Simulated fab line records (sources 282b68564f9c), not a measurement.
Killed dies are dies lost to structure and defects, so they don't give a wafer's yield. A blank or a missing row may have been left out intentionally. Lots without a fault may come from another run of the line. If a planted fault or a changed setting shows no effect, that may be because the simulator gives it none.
fab line records ; flow ritCmos
record lots=6; wafers=18; lastDay=6
route steps=202 shown ACTIVE@3 FOX1@20 FOX2@23 NWELL@28 PWELL@39 M1@202
lots with no fault: from the same line, run without faults
startH: hours from the record's opening day to when the first of the lot's shown wafers began ; waitH: how many hours have passed since the lot's step before this one ; " the same as in the row above ; L1.1+2: a single row standing in for several wafers ; - no value present, or no start provided ; * or withheld: withheld ; < > ~ a bound
route shown NAME@n: names a module that has steps shown in the file, with the first one's number in the route ; usual: the fault-free wafers' mean and standard deviation ; same: alike in all rows ; chamber/n: place in a boat ; sites: each site's reading ; _std_site: their standard deviation ; _edge_site: the outer-site mean with the inner-site mean subtracted ; radiusMm: how far each site lies from the wafer's centre ; mask NAME#n: copy n ; behind: the most recent tool/chamber to have shaped the wafer ; hold: why the lot went on hold/how many hours it stayed there/how the hold came to an end ; device: names the non-switching transistor (n, p or np) ; end of line: tests of these same wafers at the route's end ; a step without rows: its recipe alone ; killed: the dies lost at the first sort to structure and to defects; this is not the yield of the wafer ; map: per-die view of a wafer (x killed, . not killed, _ where there is no die)
set.NAME: the run value of the setting; set.NAME@STEP: its run value at that earlier step ; model.NAME: the simulator's own value behind a step, which no gauge read
lots at selected steps of the route; one table per step, one row per wafer
services: when a tool's chamber went out of use (startH, in hours from the record's first day, below 0 if earlier), for how many hours, and the reason
## steps
# step RIT_ACTIVE_THK_MEAS_02
# recipe reads=SiO2_of_ACTIVE_OXIDATION_01
# usual ACTIVE_OXIDE_THK=47.0/0.93
lot.wafer;tool;chamber;startH;waitH;ACTIVE_OXIDE_THK[nm]
L246.3;filmMetro-01;-;32.07;0.0;47.3
L246.5;filmMetro-01;-;32.07;0.0;46.6
L246.6;filmMetro-01;-;32.07;0.0;47.5
L247.3;filmMetro-01;-;38.05;0.0;45.4
L247.5;filmMetro-01;-;38.05;0.0;46.0
L247.6;filmMetro-01;-;38.05;0.0;46.6
L248.1;filmMetro-01;-;43.33;0.0;46.7
L248.3;filmMetro-01;-;43.33;0.0;46.8
L248.4;filmMetro-01;-;43.33;0.0;47.1
L250.1;filmMetro-02;-;52.05;0.0;46.9
L250.2;filmMetro-02;-;52.05;0.0;47.6
L250.3;filmMetro-02;-;52.05;0.0;47.4
L251.2;filmMetro-02;-;57.06;0.0;47.3
L251.4;filmMetro-02;-;57.06;0.0;47.2
L251.6;filmMetro-02;-;57.06;0.0;46.9
L260.1;filmMetro-03;-;102.82;0.0;46.6
L260.3;filmMetro-03;-;102.82;0.0;46.6
L260.6;filmMetro-03;-;102.82;0.0;47.2
# step RIT_ACTIVE_CVD_03
# recipe material=Si3N4; targetThkNm=150; tempC=810; precursor=SiH2Cl2/NH3; timeS=1500; pressureMtorr=300; sih2cl2FlowSccm=60; nh3FlowSccm=150
# step RIT_ACTIVE_THK_MEAS_04
# recipe reads=Si3N4_of_ACTIVE_CVD_03
# usual ACTIVE_NITRIDE_THK=149.7/1.6
lot.wafer;tool;chamber;startH;waitH;ACTIVE_NITRIDE_THK[nm]
L246.3;filmMetro-01;-;33.55;0.0;149.7
L246.5;filmMetro-01;-;33.55;0.0;150.2
L246.6;filmMetro-01;-;33.55;0.0;148.3
L247.3;filmMetro-02;-;39.52;0.0;152.4
L247.5;filmMetro-02;-;39.52;0.0;152.6
L247.6;filmMetro-02;-;39.52;0.0;152.1
L248.1;filmMetro-03;-;44.81;0.0;150.9
L248.3;filmMetro-03;-;44.81;0.0;150.0
L248.4;filmMetro-03;-;44.81;0.0;150.0
L250.1;filmMetro-01;-;53.53;0.0;150.8
L250.2;filmMetro-01;-;53.53;0.0;149.4
L250.3;filmMetro-01;-;53.53;0.0;150.2
L251.2;filmMetro-03;-;58.54;0.0;147.7
L251.4;filmMetro-03;-;58.54;0.0;148.7
L251.6;filmMetro-03;-;58.54;0.0;150.2
L260.1;filmMetro-01;-;104.30;0.0;148.3
L260.3;filmMetro-01;-;104.30;0.0;148.4
L260.6;filmMetro-01;-;104.30;0.0;148.0
# step RIT_ACTIVE_HMDS_05
# recipe primeTimeS=60; primeTempC=140
# step RIT_ACTIVE_COAT_06
# recipe resist=NOVOLAK; spinRpm=3250; resistThkNm=1000
# step RIT_ACTIVE_SOFTBAKE_07
# recipe resist=NOVOLAK; tempC=90; timeS=60
# step RIT_ACTIVE_EXPOSE_08
# recipe maskId=M1; na=0.6; sourceShape=conventional; sigmaOuter=0.6; targetCdNm=1400; doseMj=225
# step RIT_ACTIVE_PEB_09
# recipe resist=NOVOLAK; tempC=withheld; timeS=withheld
# step RIT_ACTIVE_DEVELOP_10
# recipe resist=NOVOLAK; developTimeS=50; devTempC=23
# step RIT_ACTIVE_CD_MEAS_11
# recipe targetCdNm=1400
# usual cdNm=1400.6/1.9
lot.wafer;tool;chamber;startH;waitH;cdNm
L246.3;cdSem-02;-;34.48;-;1400.0
L246.5;cdSem-02;-;34.48;-;1399.0
L246.6;cdSem-02;-;34.48;-;1400.4
L247.3;cdSem-02;-;40.58;-;1399.1
L247.5;cdSem-02;-;40.58;-;1398.1
L247.6;cdSem-02;-;40.58;-;1397.7
L248.1;cdSem-01;-;45.72;-;1400.8
L248.3;cdSem-01;-;45.72;-;1398.1
L248.4;cdSem-01;-;45.72;-;1401.0
L250.1;cdSem-02;-;54.44;-;1402.0
L250.2;cdSem-02;-;54.44;-;1399.8
L250.3;cdSem-02;-;54.44;-;1400.3
L251.2;cdSem-01;-;59.46;-;1402.2
L251.4;cdSem-01;-;59.46;-;1402.1
L251.6;cdSem-01;-;59.46;-;1403.1
L260.1;cdSem-02;-;105.21;-;1402.4
L260.3;cdSem-02;-;105.21;-;1401.8
L260.6;cdSem-02;-;105.21;-;1402.8
# step RIT_ACTIVE_HARDBAKE_12
# recipe resist=NOVOLAK; tempC=140; timeS=60
# step RIT_ACTIVE_ETCH_13
# recipe stopOn=SiO2; chemistry=SF6; target=Si3N4; timeS=210; overEtchFrac=0.4; SF6_flow_sccm=200; pressureMtorr=260; rfW=125; targetDepthA=2100
# usual SF6_flow_sccm=200.1/0.64; drypumpMotorCurrentA=5.8/0.41; oesProductAu=0.816/0.013; throttleValvePct=7.52/0.15
lot.wafer;tool;chamber;startH;waitH;SF6_flow_sccm;drypumpMotorCurrentA;oesProductAu;rfHoursCounterH;throttleValvePct
L246.3;rieDiel-01;3;34.71;0.1;201.3;5.7;0.833;79;7.64
L246.5;rieDiel-01;1;34.71;0.1;199.8;5.1;0.811;-;7.61
L246.6;rieDiel-01;0;34.71;0.1;199.9;6.4;0.798;-;7.67
L247.3;rieDiel-03;1;40.81;0.1;199.4;5.6;0.809;134;7.25
L247.5;rieDiel-03;0;40.81;0.1;199.6;5.9;0.825;-;7.52
L247.6;rieDiel-03;3;40.81;0.1;200.8;5.7;0.842;-;7.36
L248.1;rieDiel-02;1;45.99;0.1;199.8;6.1;0.837;5;7.67
L248.3;rieDiel-02;3;45.99;0.1;199.1;5.9;0.802;78;7.55
L248.4;rieDiel-02;0;45.99;0.1;199.3;5.1;0.825;75;7.54
L250.1;rieDiel-03;1;54.71;0.1;200.3;5.6;0.809;135;7.26
L250.2;rieDiel-03;2;54.71;0.1;201.0;6.4;0.818;96;7.69
L250.3;rieDiel-03;3;54.71;0.1;199.6;5.7;0.836;23;7.35
L251.2;rieDiel-01;0;59.71;0.1;201.0;6.4;0.811;129;7.67
L251.4;rieDiel-01;1;59.71;0.1;200.1;5.1;0.808;137;7.63
L251.6;rieDiel-01;1;59.71;0.1;200.5;5.1;0.812;-;7.63
L260.1;rieDiel-01;0;105.49;0.1;200.7;6.4;0.806;130;7.65
L260.3;rieDiel-01;1;105.49;0.1;199.8;5.1;0.807;137;7.64
L260.6;rieDiel-01;1;105.49;0.1;199.5;5.1;0.811;-;7.62
# step RIT_ACTIVE_STRIP_14
# recipe chemistry=O2; timeS=180; resist=NOVOLAK; platenTempC=withheld; powerW=500; pressureMtorr=4000; o2FlowSccm=4000
# usual drypumpMotorCurrentA=6.02/0.19
lot.wafer;tool;chamber;startH;waitH;drypumpMotorCurrentA;rfHoursCounterH
L246.3;plasmaAsher-03;0;34.90;0.1;5.85;-
L246.5;plasmaAsher-03;1;34.90;0.1;6.28;-
L246.6;plasmaAsher-03;0;34.90;0.1;5.87;-
L247.3;plasmaAsher-01;1;41.00;0.1;6.13;-
L247.5;plasmaAsher-01;1;41.00;0.1;6.12;-
L247.6;plasmaAsher-01;0;41.00;0.1;5.93;-
L248.1;plasmaAsher-01;0;46.12;0.1;5.98;41
L248.3;plasmaAsher-01;1;46.12;0.1;6.16;-
L248.4;plasmaAsher-01;0;46.12;0.1;5.93;-
L250.1;plasmaAsher-01;1;54.84;0.1;6.12;42
L250.2;plasmaAsher-01;0;54.84;0.1;5.91;42
L250.3;plasmaAsher-01;1;54.84;0.1;6.15;-
L251.2;plasmaAsher-01;1;59.84;0.1;6.14;42
L251.4;plasmaAsher-01;1;59.84;0.1;6.14;-
L251.6;plasmaAsher-01;0;59.84;0.1;5.93;-
L260.1;plasmaAsher-03;0;105.62;0.1;5.88;48
L260.3;plasmaAsher-03;0;105.62;0.1;5.89;-
L260.6;plasmaAsher-03;1;105.62;0.1;6.28;-
# step RIT_ACTIVE_CD_MEAS_90
# recipe targetCdNm=1400
# usual cdNm=1400.7/1.9
lot.wafer;tool;chamber;startH;waitH;cdNm
L246.3;cdSem-01;-;35.13;0.2;1399.8
L246.5;cdSem-01;-;35.13;0.2;1399.3
L246.6;cdSem-01;-;35.13;0.2;1400.6
L247.3;cdSem-01;-;41.16;0.1;1399.7
L247.5;cdSem-01;-;41.16;0.1;1397.9
L247.6;cdSem-01;-;41.16;0.1;1397.8
L248.1;cdSem-01;-;46.30;0.1;1400.5
L248.3;cdSem-01;-;46.30;0.1;1398.3
L248.4;cdSem-01;-;46.30;0.1;1400.7
L250.1;cdSem-01;-;55.02;0.1;1402.0
L250.2;cdSem-01;-;55.02;0.1;1400.0
L250.3;cdSem-01;-;55.02;0.1;1400.6
L251.2;cdSem-01;-;60.04;0.1;1401.9
L251.4;cdSem-01;-;60.04;0.1;1402.5
L251.6;cdSem-01;-;60.04;0.1;1403.2
L260.1;cdSem-01;-;105.79;0.1;1403.1
L260.3;cdSem-01;-;105.79;0.1;1401.9
L260.6;cdSem-01;-;105.79;0.1;1403.1
# step RIT_ACTIVE_CLEAN_15
# recipe chemistry=SC1; mix=3:3:50; timeS=600; tempC=75
# step RIT_ACTIVE_CLEAN_16
# recipe chemistry=dHF; dilution=50:1; timeS=30
# step RIT_ACTIVE_CLEAN_17
# recipe chemistry=SC2; mix=3:3:50; timeS=600; tempC=75; dry=n2Spin
# step RIT_FOX1_OXIDATION_00
# recipe tempC=1100; ambient=H2O; targetThkA=3507; pH2oTorr=720; oxTimeS=1130
# step RIT_FOX1_THK_MEAS_01
# recipe reads=SiO2_of_FOX1_OXIDATION_00
# usual FOX1_OXIDE_THK=349/7.5
lot.wafer;tool;chamber;startH;waitH;FOX1_OXIDE_THK[nm]
L246.3;filmMetro-03;-;37.92;0.0;339
L246.5;filmMetro-03;-;37.92;0.0;346
L246.6;filmMetro-03;-;37.92;0.0;343
L247.3;filmMetro-02;-;44.32;0.0;335
L247.5;filmMetro-02;-;44.32;0.0;339
L247.6;filmMetro-02;-;44.32;0.0;335
L248.1;filmMetro-03;-;48.68;0.0;345
L248.3;filmMetro-03;-;48.68;0.0;345
L248.4;filmMetro-03;-;48.68;0.0;349
L250.1;filmMetro-04;-;57.01;0.0;348
L250.2;filmMetro-04;-;57.01;0.0;349
L250.3;filmMetro-04;-;57.01;0.0;346
L251.2;filmMetro-03;-;63.63;0.0;346
L251.4;filmMetro-03;-;63.63;0.0;349
L251.6;filmMetro-03;-;63.63;0.0;347
L260.1;filmMetro-03;-;107.61;0.0;358
L260.3;filmMetro-03;-;107.61;0.0;360
L260.6;filmMetro-03;-;107.61;0.0;354
# step RIT_FOX1_WET_ETCH_02
# recipe chemistry=BOE; targetDepthNm=350; timeS=390; tempC=21.5; dry=n2Spin; dilution=10:1; target=SiO2
# step RIT_FOX2_OXIDATION_00
# recipe tempC=1100; ambient=H2O; targetThkA=3507; pH2oTorr=720; oxTimeS=1130
# step RIT_FOX2_THK_MEAS_01
# recipe reads=SiO2_of_FOX2_OXIDATION_00
# usual FOX2_OXIDE_THK=353/6
lot.wafer;tool;chamber;startH;waitH;FOX2_OXIDE_THK[nm]
L246.3;filmMetro-04;-;39.42;0.0;348
L246.5;filmMetro-04;-;39.42;0.0;351
L246.6;filmMetro-04;-;39.42;0.0;355
L247.3;filmMetro-04;-;45.81;0.0;342
L247.5;filmMetro-04;-;45.81;0.0;342
L247.6;filmMetro-04;-;45.81;0.0;338
L248.1;filmMetro-01;-;50.17;0.0;357
L248.3;filmMetro-01;-;50.17;0.0;350
L248.4;filmMetro-01;-;50.17;0.0;350
L250.1;filmMetro-01;-;58.50;0.0;359
L250.2;filmMetro-01;-;58.50;0.0;361
L250.3;filmMetro-01;-;58.50;0.0;359
L251.2;filmMetro-03;-;65.84;0.0;346
L251.4;filmMetro-03;-;65.84;0.0;343
L251.6;filmMetro-03;-;65.84;0.0;346
L260.1;filmMetro-03;-;109.11;0.0;349
L260.3;filmMetro-03;-;109.11;0.0;352
L260.6;filmMetro-03;-;109.11;0.0;353
# step RIT_FOX2_CLEAN_02
# recipe chemistry=dHF; dilution=50:1; timeS=180
# step RIT_FOX2_WET_ETCH_03
# recipe chemistry=H3PO4; target=Si3N4; targetDepthNm=195; tempC=165; timeS=2700
# step RIT_FOX2_THK_MEAS_90
# recipe reads=SiO2_of_FOX2_OXIDATION_00
# usual FIELD_OXIDE_LEFT_1_THK=326/6.1
lot.wafer;tool;chamber;startH;waitH;FIELD_OXIDE_LEFT_1_THK[nm]
L246.3;filmMetro-03;-;40.29;0.0;320
L246.5;filmMetro-03;-;40.29;0.0;323
L246.6;filmMetro-03;-;40.29;0.0;328
L247.3;filmMetro-03;-;46.76;0.0;315
L247.5;filmMetro-03;-;46.76;0.0;315
L247.6;filmMetro-03;-;46.76;0.0;311
L248.1;filmMetro-03;-;51.04;0.0;329
L248.3;filmMetro-03;-;51.04;0.0;323
L248.4;filmMetro-03;-;51.04;0.0;322
L250.1;filmMetro-03;-;59.37;0.0;331
L250.2;filmMetro-03;-;59.37;0.0;333
L250.3;filmMetro-03;-;59.37;0.0;331
L251.2;filmMetro-04;-;66.72;0.0;319
L251.4;filmMetro-04;-;66.72;0.0;315
L251.6;filmMetro-04;-;66.72;0.0;319
L260.1;filmMetro-03;-;109.99;0.0;321
L260.3;filmMetro-03;-;109.99;0.0;325
L260.6;filmMetro-03;-;109.99;0.0;325
# step RIT_NWELL_HMDS_00
# recipe primeTimeS=60; primeTempC=140
# step RIT_NWELL_COAT_01
# recipe resist=NOVOLAK; spinRpm=2000; resistThkNm=1300
# step RIT_NWELL_SOFTBAKE_02
# recipe resist=NOVOLAK; tempC=90; timeS=60
# step RIT_NWELL_EXPOSE_03
# recipe maskId=M2; na=0.57; targetCdNm=43900; doseMj=250
# step RIT_NWELL_PEB_04
# recipe resist=NOVOLAK; tempC=withheld; timeS=withheld
# step RIT_NWELL_DEVELOP_05
# recipe resist=NOVOLAK; developTimeS=68; devTempC=23
# step RIT_NWELL_OVL_MEAS_06
# usual NWELL_OVL=0.4/1.5
lot.wafer;tool;chamber;startH;waitH;NWELL_OVL[nm]
L246.3;overlay-02;-;41.53;-;2.0
L246.5;overlay-02;-;41.53;-;2.7
L246.6;overlay-02;-;41.53;-;-0.3
L247.3;overlay-02;-;47.69;-;0.0
L247.5;overlay-02;-;47.69;-;1.2
L247.6;overlay-02;-;47.69;-;-1.5
L248.1;overlay-01;-;52.22;-;-0.5
L248.3;overlay-01;-;52.22;-;-3.4
L248.4;overlay-01;-;52.22;-;-2.3
L250.1;overlay-01;-;60.44;-;0.6
L250.2;overlay-01;-;60.44;-;0.0
L250.3;overlay-01;-;60.44;-;0.5
L251.2;overlay-01;-;67.65;-;-1.6
L251.4;overlay-01;-;67.65;-;0.9
L251.6;overlay-01;-;67.65;-;0.1
L260.1;overlay-01;-;110.93;-;3.3
L260.3;overlay-01;-;110.93;-;1.6
L260.6;overlay-01;-;110.93;-;2.2
# step RIT_NWELL_HARDBAKE_07
# recipe resist=NOVOLAK; tempC=140; timeS=120
# step RIT_NWELL_IMPLANT_08
# recipe species=P; energyKev=170; doseCm2=5e+13; tiltDeg=7
# step RIT_NWELL_STRIP_09
# recipe chemistry=O2; timeS=180; resist=NOVOLAK; platenTempC=withheld; powerW=500; pressureMtorr=4000; o2FlowSccm=4000
# usual drypumpMotorCurrentA=6.0/0.39
lot.wafer;tool;chamber;startH;waitH;drypumpMotorCurrentA;rfHoursCounterH
L246.3;plasmaAsher-02;0;42.02;0.1;6.0;-
L246.5;plasmaAsher-02;1;42.02;0.1;5.7;-
L246.6;plasmaAsher-02;0;42.02;0.1;6.0;-
L247.3;plasmaAsher-02;0;48.17;0.1;6.0;-
L247.5;plasmaAsher-02;0;48.17;0.1;5.9;-
L247.6;plasmaAsher-02;1;48.17;0.1;5.8;-
L248.1;plasmaAsher-02;0;52.76;0.1;6.0;40
L248.3;plasmaAsher-02;0;52.76;0.1;6.0;-
L248.4;plasmaAsher-02;1;52.76;0.1;5.8;-
L250.1;plasmaAsher-02;1;60.87;0.1;5.7;41
L250.2;plasmaAsher-02;0;60.87;0.1;6.0;41
L250.3;plasmaAsher-02;0;60.87;0.1;5.9;-
L251.2;plasmaAsher-02;0;68.08;0.1;6.0;42
L251.4;plasmaAsher-02;1;68.08;0.1;5.7;-
L251.6;plasmaAsher-02;1;68.08;0.1;5.8;-
L260.1;plasmaAsher-04;0;111.36;0.1;6.8;33
L260.3;plasmaAsher-04;0;111.36;0.1;6.8;-
L260.6;plasmaAsher-04;1;111.36;0.1;5.5;-
# step RIT_NWELL_TW_MEAS_10
# usual NWELL_TW=2110/16
lot.wafer;tool;chamber;startH;waitH;NWELL_TW
L246.3;filmMetro-01;-;42.15;0.1;2115
L246.5;filmMetro-01;-;42.15;0.1;2104
L246.6;filmMetro-01;-;42.15;0.1;2093
L247.3;filmMetro-04;-;48.31;0.1;2134
L247.5;filmMetro-04;-;48.31;0.1;2108
L247.6;filmMetro-04;-;48.31;0.1;2123
L248.1;filmMetro-04;-;52.93;0.1;2117
L248.3;filmMetro-04;-;52.93;0.1;2113
L248.4;filmMetro-04;-;52.93;0.1;2114
L250.1;filmMetro-01;-;61.05;0.1;2096
L250.2;filmMetro-01;-;61.05;0.1;2101
L250.3;filmMetro-01;-;61.05;0.1;2087
L251.2;filmMetro-02;-;68.27;0.1;2122
L251.4;filmMetro-02;-;68.27;0.1;2121
L251.6;filmMetro-02;-;68.27;0.1;2122
L260.1;filmMetro-02;-;111.54;0.1;2128
L260.3;filmMetro-02;-;111.54;0.1;2136
L260.6;filmMetro-02;-;111.54;0.1;2133
# step RIT_PWELL_HMDS_00
# recipe primeTimeS=60; primeTempC=140
# step RIT_PWELL_COAT_01
# recipe resist=NOVOLAK; spinRpm=2000; resistThkNm=1300
# step RIT_PWELL_SOFTBAKE_02
# recipe resist=NOVOLAK; tempC=90; timeS=60
# step RIT_PWELL_EXPOSE_03
# recipe maskId=M3; na=0.57; targetCdNm=43700; doseMj=250
# step RIT_PWELL_PEB_04
# recipe resist=NOVOLAK; tempC=withheld; timeS=withheld
# step RIT_PWELL_DEVELOP_05
# recipe resist=NOVOLAK; developTimeS=68; devTempC=23
# step RIT_M1_PROBE_99
# usual killed_at_M0_to_M3=0.0/0.18; killedAtContacts=0.1/0.38; killedAtFrontEnd=6.9/2.9; killedDies=7.1/3; killedOnRim=2.0/1.4; killedOpen=3.5/2.1; killedShort=3.5/2
# same grossDies=264; killed_at_M4_up=0; killedAtBackSide=0; killedAtOther=0
lot.wafer;tool;chamber;startH;waitH;killed_at_M0_to_M3;killedAtContacts;killedAtFrontEnd;killedDies;killedOnRim;killedOpen;killedShort
L246.3;prober-02;-;78.40;0.2;0;1;9;10;1;5;5
L246.5;prober-02;-;78.50;0.2;0;0;3;3;2;3;0
L246.6;prober-02;-;78.55;0.2;0;0;5;5;0;3;2
L247.3;prober-01;-;89.33;0.2;0;0;7;7;3;2;5
L247.5;prober-01;-;89.43;0.2;0;0;3;3;1;1;2
L247.6;prober-01;-;89.48;0.2;0;0;6;6;1;2;4
L248.1;prober-02;-;94.44;0.1;0;0;13;13;2;5;8
L248.3;prober-02;-;94.54;0.2;0;0;13;13;4;8;5
L248.4;prober-02;-;94.59;0.2;0;0;9;9;2;3;6
L250.1;prober-01;-;98.75;0.1;0;0;23;23;10;5;3
L250.2;prober-01;-;98.80;0.1;1;1;20;22;11;6;2
L250.3;prober-01;-;98.85;0.2;0;0;23;23;13;7;1
L251.2;prober-02;-;106.67;0.1;0;1;21;22;11;1;5
L251.4;prober-02;-;106.77;0.2;0;0;19;19;10;1;5
L251.6;prober-02;-;106.87;0.2;0;1;18;19;10;2;3
L260.1;prober-01;-;147.89;0.1;0;0;9;9;3;2;7
L260.3;prober-01;-;147.99;0.2;0;0;5;5;0;2;3
L260.6;prober-01;-;148.14;0.2;0;2;10;12;4;5;5
# killed by level:class
L246.3 SILICIDE:geometricParticle:short=4 GATE:geometricParticle:open=3 FOX1:geometricParticle:open=1 REOX:geometricParticle:open=1 CONTACT:geometricParticle:short=1
L246.5 REOX:geometricParticle:open=2 FOX2:geometricParticle:open=1
L246.6 FOX1:geometricParticle:open=3 FOX1:geometricParticle:short=1 SPACER:geometricParticle:short=1
L247.3 SILICIDE:geometricParticle:short=2 FOX1:geometricParticle:open=1 FOX2:geometricParticle:short=1 FOX2:geometricParticle:open=1 GATE:geometricParticle:short=1 SPACER:geometricParticle:short=1
L247.5 GATE:geometricParticle:short=2 SPACER:geometricParticle:open=1
L247.6 FOX1:geometricParticle:short=1 FOX2:geometricParticle:short=1 GATE:geometricParticle:open=1 GATE:geometricParticle:short=1 SPACER:geometricParticle:short=1 SILICIDE:geometricParticle:open=1
L248.1 GATE:geometricParticle:short=3 SPACER:geometricParticle:open=2 SILICIDE:geometricParticle:short=2 FOX1:geometricParticle:short=1 FOX1:geometricParticle:open=1 FOX2:geometricParticle:open=1 FOX2:geometricParticle:short=1 GATE:geometricParticle:open=1
L248.3 GATE:geometricParticle:open=5 GATE:geometricParticle:short=2 SPACER:geometricParticle:short=2 SILICIDE:geometricParticle:open=2 FOX2:geometricParticle:open=1 SILICIDE:geometricParticle:short=1
L248.4 FOX2:geometricParticle:short=2 GATE:geometricParticle:short=2 FOX1:geometricParticle:short=1 FOX2:geometricParticle:open=1 GATE:geometricParticle:open=1 SPACER:geometricParticle:short=1 SILICIDE:geometricParticle:open=1
L250.1 ACTIVE:unspecified=15 FOX2:geometricParticle:open=2 GATE:geometricParticle:short=2 FOX1:geometricParticle:open=1 FOX1:geometricParticle:short=1 GATE:geometricParticle:open=1 REOX:geometricParticle:open=1
L250.2 ACTIVE:unspecified=14 GATE:geometricParticle:open=3 SPACER:geometricParticle:open=2 GATE:geometricParticle:short=1 CONTACT:geometricParticle:open=1 M1:geometricParticle:short=1
L250.3 ACTIVE:unspecified=15 GATE:geometricParticle:open=3 FOX2:geometricParticle:open=2 REOX:geometricParticle:open=1 SPACER:geometricParticle:short=1 SILICIDE:geometricParticle:open=1
L251.2 ACTIVE:unspecified=16 GATE:geometricParticle:short=3 SPACER:geometricParticle:open=1 SILICIDE:geometricParticle:short=1 CONTACT:geometricParticle:short=1
L251.4 ACTIVE:unspecified=13 SILICIDE:geometricParticle:short=2 FOX1:geometricParticle:short=1 GATE:geometricParticle:short=1 REOX:geometricParticle:open=1 SPACER:geometricParticle:short=1
L251.6 ACTIVE:unspecified=14 FOX1:geometricParticle:short=3 REOX:geometricParticle:open=1 CONTACT:geometricParticle:open=1
L260.1 SPACER:geometricParticle:short=2 GATE:geometricParticle:short=2 SILICIDE:geometricParticle:short=2 GATE:geometricParticle:open=1 REOX:geometricParticle:short=1 SILICIDE:geometricParticle:open=1
L260.3 FOX2:geometricParticle:short=1 GATE:geometricParticle:short=1 GATE:geometricParticle:open=1 REOX:geometricParticle:open=1 SILICIDE:geometricParticle:short=1
L260.6 GATE:geometricParticle:open=2 GATE:geometricParticle:short=2 SILICIDE:geometricParticle:short=2 CONTACT:coatMicrobubblePrinted=2 FOX1:geometricParticle:open=1 SPACER:geometricParticle:short=1 SPACER:geometricParticle:open=1 SILICIDE:geometricParticle:open=1
# map L250.1 (x killed, . not)
________......._______
_____...........xx____
____............xxx___
___.............xxxx__
__..............xxxxx_
__.................xx_
_...x.................
_.............x.......
_................x....
_.....................
__.............x....._
__.....x............._
___.x...............__
____....x..........___
_____.............____
________......._______
# map L251.2 (x killed, . not)
________.....x._______
_____...........xx____
____............xxx___
___.............xxxx__
__...............xxxx_
__................xxx_
_..........x.........x
_.....................
_......x..x...........
_.....................
__.....x............._
__..................._
___.................__
____...............___
_____.............____
________......._______
## services
tool;chamber;startH;hours;kind
rieDiel-03;3;25.42;6.3;repair
plasmaAsher-03;-;45.70;3.9;repair
rieDiel-02;0;51.41;5.0;repair
rieDiel-02;1;53.56;2.0;repair
rieDiel-03;1;59.09;4.2;repair
rieDiel-03;2;61.72;3.1;repair
plasmaAsher-04;-;67.36;4.3;pm
rieDiel-02;0;76.21;10.0;repair
plasmaAsher-01;-;86.36;44.0;repair
rieDiel-03;0;107.41;-;clean
rieDiel-03;0;107.41;17.7;scheduledDown
rieDiel-03;0;107.41;17.7;ventCycle
## key
firstSign step=RIT_M1_PROBE_99; reading=killedDies; direction=up; sigmas=4.8; usual=7.1; struck=21.3
effect step=RIT_M1_PROBE_99; reading=killedAtFrontEnd; direction=up; sigmas=4.7; usual=6.9; struck=20.7
metAt RIT_ACTIVE_STRIP_14
struckWafers L250.1,L250.2,L250.3,L251.2,L251.4,L251.6
testerLeftOut L250,L251
onsetBetween 46.12 54.84
alsoFits RIT_NWELL_STRIP_09:plasmaAsher-02
fault kind=chamberParticleSource; tool=plasmaAsher-01; chamber=-; onsetH=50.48; steps=RIT_ACTIVE_STRIP_14; ratePerVisitCm2=1.2431; endH=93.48
# testerLeftOut: of these lots the tester's yield and bins aren't shown, on N5 and GAA mostly nor the transistor test; their killed dies are dies lost to structure and defects alone, not to doping, threshold or leakage, so they don't give the yield
